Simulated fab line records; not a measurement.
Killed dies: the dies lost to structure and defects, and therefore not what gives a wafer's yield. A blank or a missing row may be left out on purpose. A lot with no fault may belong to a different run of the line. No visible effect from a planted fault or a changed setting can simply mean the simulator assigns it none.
Which tool did it?	flow berkeley_cmos170	15 lots with 45 wafers sampled at 6 steps, on a route of 331 steps

WHAT THE GAUGES SHOWED, per wafer
UCB170_CONTACT_OVL_MEAS_16.
lot	measured	on	CONTACT_OVL (nm)
L988	day 7 05:47	overlay-01	-5 3 3
L989	day 7 17:08	overlay-01	1 7 -1
L990	day 8 06:09	overlay-01	-2 -5 -7
L993	day 8 15:31	overlay-02	5 4 -2
L994	day 8 16:27	overlay-01	6 11 8
L995	day 9 01:34	overlay-02	-7 -5 2
L996	day 9 02:18	overlay-02	2 -9 -3
L998	day 9 16:01	overlay-01	-9 -8 -8
L101	day 10 07:07	overlay-01	-6 -9 -11
L100	day 10 07:23	overlay-01	6 8 -2
L102	day 10 07:34	overlay-01	5 1 -2
L103	day 10 22:08	overlay-02	-7 1 2
L110	day 11 16:15	overlay-01	-12 -10 -9
L108	day 11 20:11	overlay-02	9 2 4
L109	day 11 20:32	overlay-01	-1 -1 -4

UCB170_CONTACT_CD_MEAS_90: the cd target is 700 nm.
lot	measured	on	cd_nm (nm)
L988	day 7 06:05	cd_sem-02	702.5 702.0 702.7
L989	day 7 17:29	cd_sem-01	700.2 700.4 699.8
L990	day 8 06:28	cd_sem-02	699.8 701.2 700.4
L993	day 8 15:49	cd_sem-01	697.8 697.0 699.1
L994	day 8 16:46	cd_sem-01	699.4 699.4 700.5
L995	day 9 01:52	cd_sem-01	700.6 702.3 701.0
L996	day 9 02:37	cd_sem-02	699.4 700.0 699.6
L998	day 9 16:19	cd_sem-01	699.6 699.6 699.0
L101	day 10 07:25	cd_sem-01	701.4 703.7 700.1
L100	day 10 07:46	cd_sem-01	701.8 701.7 699.4
L102	day 10 07:53	cd_sem-02	700.0 699.2 698.1
L103	day 10 22:31	cd_sem-01	702.2 702.4 701.9
L110	day 11 16:35	cd_sem-01	700.4 697.9 697.6
L108	day 11 20:29	cd_sem-02	701.1 700.2 701.8
L109	day 11 20:50	cd_sem-02	698.0 699.8 700.0

UCB170_M1_CD_MEAS_09: the cd target is 700 nm.
lot	measured	on	cd_nm (nm)
L988	day 7 07:28	cd_sem-02	702.1 700.3 701.0
L989	day 7 19:13	cd_sem-02	698.0 699.0 699.3
L990	day 8 08:16	cd_sem-02	699.6 699.9 700.6
L993	day 8 17:43	cd_sem-02	699.8 701.8 701.8
L994	day 8 19:56	cd_sem-01	700.3 700.4 700.6
L995	day 9 04:36	cd_sem-02	700.7 701.7 702.2
L996	day 9 05:11	cd_sem-01	698.9 700.8 699.5
L998	day 9 18:02	cd_sem-02	698.3 698.1 697.7
L101	day 10 09:29	cd_sem-01	699.3 700.1 700.6
L100	day 10 09:31	cd_sem-02	700.6 699.4 700.6
L102	day 10 09:40	cd_sem-01	700.0 699.5 699.9
L103	day 11 00:22	cd_sem-01	702.0 700.5 700.8
L110	day 11 18:14	cd_sem-01	699.8 700.4 699.1
L108	day 11 21:55	cd_sem-01	698.1 699.2 699.1
L109	day 11 22:34	cd_sem-01	697.2 698.3 697.9

UCB170_V1_CD_MEAS_90: the cd target is 700 nm.
lot	measured	on	cd_nm (nm)
L988	day 7 16:51	cd_sem-02	701.0 701.5 697.2
L989	day 8 05:01	cd_sem-01	700.8 700.0 699.6
L990	day 8 16:02	cd_sem-01	698.9 698.6 698.2
L993	day 9 00:49	cd_sem-01	698.0 700.7 699.4
L994	day 9 06:47	cd_sem-01	699.7 698.8 699.3
L995	day 9 10:08	cd_sem-01	700.4 699.6 701.2
L996	day 9 13:50	cd_sem-01	698.2 701.0 699.3
L998	day 9 23:56	cd_sem-01	703.5 700.0 701.9
L101	day 10 15:57	cd_sem-02	- - -
L100	day 10 16:22	cd_sem-02	- - -
L102	day 10 16:05	cd_sem-01	- - -
L103	day 11 10:14	cd_sem-01	699.5 701.5 701.2
L110	day 12 02:12	cd_sem-01	701.1 700.6 698.3
L108	day 12 06:22	cd_sem-02	697.7 696.3 698.6
L109	day 12 06:38	cd_sem-01	701.9 701.5 702.1

WHICH TOOL RAN EACH LOT (tool, then ch and the chambers of the sampled wafers, then the start)
lot	UCB170_V1_ETCH_14	UCB170_V1_STRIP_15
L988	rie_diel-04 ch 1,2,3, day 7 16:31	plasma_asher-01 ch 0,1, day 7 16:42
L989	rie_diel-03 ch 1,2, day 8 04:41	plasma_asher-01 ch 0,1, day 8 04:53
L990	rie_diel-03 ch 0,2,3, day 8 15:46	plasma_asher-01 ch 0,1, day 8 15:56
L993	rie_diel-04 ch 1,3, day 9 00:32	plasma_asher-01 ch 0,1, day 9 00:43
L994	rie_diel-03 ch 0,1,2, day 9 06:29	plasma_asher-01 ch 0,1, day 9 06:40
L995	rie_diel-01 ch 0,1, day 9 09:51	plasma_asher-01 ch 0,1, day 9 10:02
L996	rie_diel-04 ch 1,2,3, day 9 13:33	plasma_asher-01 ch 0,1, day 9 13:44
L998	rie_diel-04 ch 0,2, day 9 23:40	plasma_asher-01 ch 0,1, day 9 23:50
L101	rie_diel-01 ch 2,3, day 10 15:40	plasma_asher-02 ch 0,1, day 10 15:51
L100	rie_diel-04 ch 2,3, day 10 16:05	plasma_asher-01 ch 0,1, day 10 16:16
L102	rie_diel-03 ch 1,2, day 10 15:48	plasma_asher-01 ch 0,1, day 10 15:59
L103	rie_diel-04 ch 0,3, day 11 09:55	plasma_asher-01 ch 0,1, day 11 10:08
L110	rie_diel-04 ch 0,1,3, day 12 01:52	plasma_asher-02 ch 0,1, day 12 02:04
L108	rie_diel-01 ch 0,2,3, day 12 06:05	plasma_asher-03 ch 0,1, day 12 06:16
L109	rie_diel-04 ch 1,3, day 12 06:21	plasma_asher-01 ch 0, day 12 06:32
- UCB170_V1_ETCH_14: etches SiO2 in CHF3/CF4/Ar, stops on Al, target depth 1250 nm, time 291 s.
- UCB170_V1_STRIP_15: strips in O2.

AS READ BY THE TOOLS THEMSELVES (means over the sampled wafers that have a number; for cases with no such wafer, the mark the record gives instead)
UCB170_V1_ETCH_14.
lot	tool	CHF3_flow_sccm (sccm)	cf4_flow_sccm (sccm)	drypump_motor_current_A (A)	oes_product_au (a.u.)	throttle_valve_pct (%)
L988	rie_diel-04	45.00	14.98	5.6	0.882	6.97
L989	rie_diel-03	44.99	15.00	5.9	0.890	7.01
L990	rie_diel-03	44.93	14.96	5.5	0.871	7.05
L993	rie_diel-04	44.84	14.98	5.7	0.876	6.98
L994	rie_diel-03	44.95	14.97	5.9	0.883	7.05
L995	rie_diel-01	44.98	14.93	6.6	0.877	6.74
L996	rie_diel-04	44.83	15.00	5.5	0.884	6.98
L998	rie_diel-04	45.11	14.95	5.3	0.880	6.92
L101	rie_diel-01	-	-	-	-	-
L100	rie_diel-04	-	-	-	-	-
L102	rie_diel-03	-	-	-	-	-
L103	rie_diel-04	44.94	15.01	5.8	0.878	6.89
L110	rie_diel-04	44.98	15.02	5.8	0.875	6.94
L108	rie_diel-01	45.03	15.01	5.8	0.862	6.88
L109	rie_diel-04	44.95	15.03	5.7	0.870	6.98

UCB170_V1_STRIP_15.
lot	tool	drypump_motor_current_A (A)	oes_product_au (a.u.)	strip_time_to_endpoint_s (s)
L988	plasma_asher-01	5.2	0.723	15.27
L989	plasma_asher-01	5.5	0.723	15.36
L990	plasma_asher-01	5.4	0.723	15.28
L993	plasma_asher-01	5.5	0.724	15.22
L994	plasma_asher-01	5.2	0.717	15.15
L995	plasma_asher-01	5.5	0.718	15.39
L996	plasma_asher-01	5.2	0.717	15.41
L998	plasma_asher-01	5.5	0.715	15.41
L101	plasma_asher-02	5.2	0.742	21.57
L100	plasma_asher-01	5.2	0.733	21.66
L102	plasma_asher-01	5.2	0.735	21.62
L103	plasma_asher-01	5.2	0.723	15.30
L110	plasma_asher-02	5.6	0.726	15.17
L108	plasma_asher-03	6.1	0.717	15.38
L109	plasma_asher-01	5.0	0.725	15.26

THE ANSWER, worked out from the rows above alone
Rule: the lots themselves supply what counts as usual. Put in order of their means at a reading, lots are off if they are a third of the lots or fewer, leave a main group of 4 or more, and stand apart from it by a gap of 3 or more times the standard deviation of the main group's means; of several such gaps the widest counts. A main group is skipped when, at the precision printed for the reading in the tables above, its means are all equal. A lot without any number at a reading at which 4 lots or more have one is off too. Any other lot the step has rows for is counted as sound. After the gauges, taken in route order, come the tools' own readings; for these a lot's mean is taken, as printed above. At the first step where some lot is off, the reading lying furthest off is the one used; lots without a number count as furthest.
Off: L101, L100, L102, at UCB170_V1_CD_MEAS_90 (cd_nm). Without a number there: L101, L100, L102. Main group: mean 699.9 nm, sd 1.2.
A tool fits if, at a process step before that reading, it ran every lot that is off, and no sound lot after the first of them. Not tried: the gauges at UCB170_V1_CD_MEAS_90; whatever is off there is also off at UCB170_V1_ETCH_14, on other tools, and gauge error can't account for it. No candidate that was tried fits.

WHAT THE SIMULATOR HAD PUT IN
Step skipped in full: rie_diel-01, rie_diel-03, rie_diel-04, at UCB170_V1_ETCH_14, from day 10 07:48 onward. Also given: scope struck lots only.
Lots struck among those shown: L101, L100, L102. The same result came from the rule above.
